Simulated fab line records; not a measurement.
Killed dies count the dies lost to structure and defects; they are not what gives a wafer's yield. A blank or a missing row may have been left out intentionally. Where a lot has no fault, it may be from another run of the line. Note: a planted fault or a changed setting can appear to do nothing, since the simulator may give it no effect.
Split-lot study + flow berkeley_cmos170 + 23 wafers read from 5 lots, route of 331 steps

== THE SPLIT ==
At UCB170_ACTIVE_PEB_11, the setting peb_temp_c was moved away from the recipe's 130 C on 11 of the 23 wafers read, by -1.4% to +2.8%. This setting was run at the recipe's value on the other wafers.

== FROM THE SPLIT TO THE READING: what the file shows between them, 4 steps ==
- UCB170_ACTIVE_DEVELOP_12: develop time 45 s
- UCB170_ACTIVE_CD_MEAS_13: target cd 1200 nm
- UCB170_ACTIVE_ETCH_15: etches Si3N4 in CH3F/Ar/O2, stops on SiO2, target depth 242 nm, time 145.6 s
- UCB170_ACTIVE_STRIP_16: strips in O2

== THE READING ==
cd_nm at UCB170_ACTIVE_CD_MEAS_90, given in nm (cd target 1200 nm). Fault-free wafers of this fab line usually give 1200.3 nm, standard deviation 1 nm.

| wafer  | tool, chamber at the split | peb_temp_c as run, C | against the recipe | cd_nm, nm | against lot-mates on the recipe |
|--------|----------------------------|----------------------|--------------------|-----------|---------------------------------|
| L074.1 | litho_track-03, 0          | 130                  | recipe             | 1199.0    | -                               |
| L074.2 | litho_track-03, 0          | 128.9                | -0.8%              | 1206.5    | +7.7                            |
| L074.3 | litho_track-03, 0          | 128.9                | -0.8%              | 1206.2    | +7.4                            |
| L074.4 | litho_track-03, 0          | 128.9                | -0.8%              | 1205.7    | +6.9                            |
| L074.5 | litho_track-03, 0          | 130                  | recipe             | 1198.7    | -                               |
| L076.1 | litho_track-03, 0          | 130                  | recipe             | 1201.2    | -                               |
| L076.2 | litho_track-03, 0          | 131.7                | +1.3%              | 1189.1    | -11.2                           |
| L076.3 | litho_track-03, 0          | 131.7                | +1.3%              | 1189.5    | -10.8                           |
| L076.5 | litho_track-03, 0          | 130                  | recipe             | 1199.5    | -                               |
| L076.6 | litho_track-03, 0          | 131.7                | +1.3%              | 1190.3    | -10.0                           |
| L079.1 | litho_track-02, 0          | 128.2                | -1.4%              | 1212.8    | +13.7                           |
| L079.2 | litho_track-02, 0          | 130                  | recipe             | 1200.0    | -                               |
| L079.3 | litho_track-02, 0          | 130                  | recipe             | 1198.2    | -                               |
| L079.4 | litho_track-02, 0          | 128.2                | -1.4%              | 1211.5    | +12.4                           |
| L079.5 | litho_track-02, 0          | 128.2                | -1.4%              | 1211.6    | +12.5                           |
| L078.1 | litho_track-02, 0          | 133.7                | +2.8%              | 1178.8    | -21.9                           |
| L078.2 | litho_track-02, 0          | 130                  | recipe             | 1201.8    | -                               |
| L078.3 | litho_track-02, 0          | 130                  | recipe             | 1199.9    | -                               |
| L078.4 | litho_track-02, 0          | 130                  | recipe             | 1200.3    | -                               |
| L078.5 | litho_track-02, 0          | 133.7                | +2.8%              | 1179.4    | -21.3                           |
| L082.2 | litho_track-02, 0          | 130                  | recipe             | 1202.1    | -                               |
| L082.3 | litho_track-02, 0          | 130                  | recipe             | 1201.7    | -                               |
| L082.5 | litho_track-02, 0          | 130                  | recipe             | 1201.5    | -                               |

THE FIT
A straight line over all 23 wafers: cd_nm changes by -7.73 nm for each +1% of peb_temp_c; r = -0.99; the points scatter about the line by 1.2 nm.
The same after taking each lot's own level away (the mean of its wafers on the recipe; 23 wafers): -8.14 nm for each +1%; r = -1.00; scatter 0.91 nm.
Per that fit: largest peb_temp_c move, reading shift of 23 nm.
Measured against the standard deviation above, the lots' own levels, which go from 1198.85 to 1201.77 nm, span 2.9 times it.
So the lot-to-lot level changes the slope little: the two slopes agree.
Check: for one of the wafers moved furthest among these (+2.8%), held out of the fit, the line's prediction against its lot-mates is -23.2 nm. Against them it came out at -21.9 nm.

== OTHER SPLITS ON THESE WAFERS ==
These wafers also went through other splits before the reading. Each is held against what the fit with the lots' levels taken away leaves over:
| other split on the same wafers     | wafers away from the commonest value | r with cd_nm (lot level and that fit taken away) |
|------------------------------------|--------------------------------------|--------------------------------------------------|
| UCB170_NWELL_IMPLANT_14 energy_kev | 8                                    | +0.17                                            |
| UCB170_PWELL_CVD_05 temp_c         | 5                                    | -0.26                                            |
| UCB170_PWELL_ETCH_14 rf_w          | 5                                    | +0.07                                            |

== THE WHOLE CHAIN: every reading that the file lists as answering this split, in the file's order ==
| step                     | what it does                                                                 | reading                                                       | change (the file's fit)              | r (the file's) |
|--------------------------|------------------------------------------------------------------------------|---------------------------------------------------------------|--------------------------------------|----------------|
| UCB170_ACTIVE_CD_MEAS_13 | target cd 1200 nm                                                            | cd_nm                                                         | -8.08 nm for each +1% of the setting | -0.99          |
| UCB170_ACTIVE_ETCH_15    | etches Si3N4 in CH3F/Ar/O2, stops on SiO2, target depth 242 nm, time 145.6 s | ACTIVE.cd_nm (the simulator's own value, which no gauge read) | -8.03 nm for each +1% of the setting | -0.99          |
| UCB170_ACTIVE_CD_MEAS_90 | target cd 1200 nm                                                            | cd_nm                                                         | -7.99 nm for each +1% of the setting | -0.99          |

== THE FILE'S OWN FIT ==
cd_nm changes by -7.99 nm for each +1% of peb_temp_c, r = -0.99.
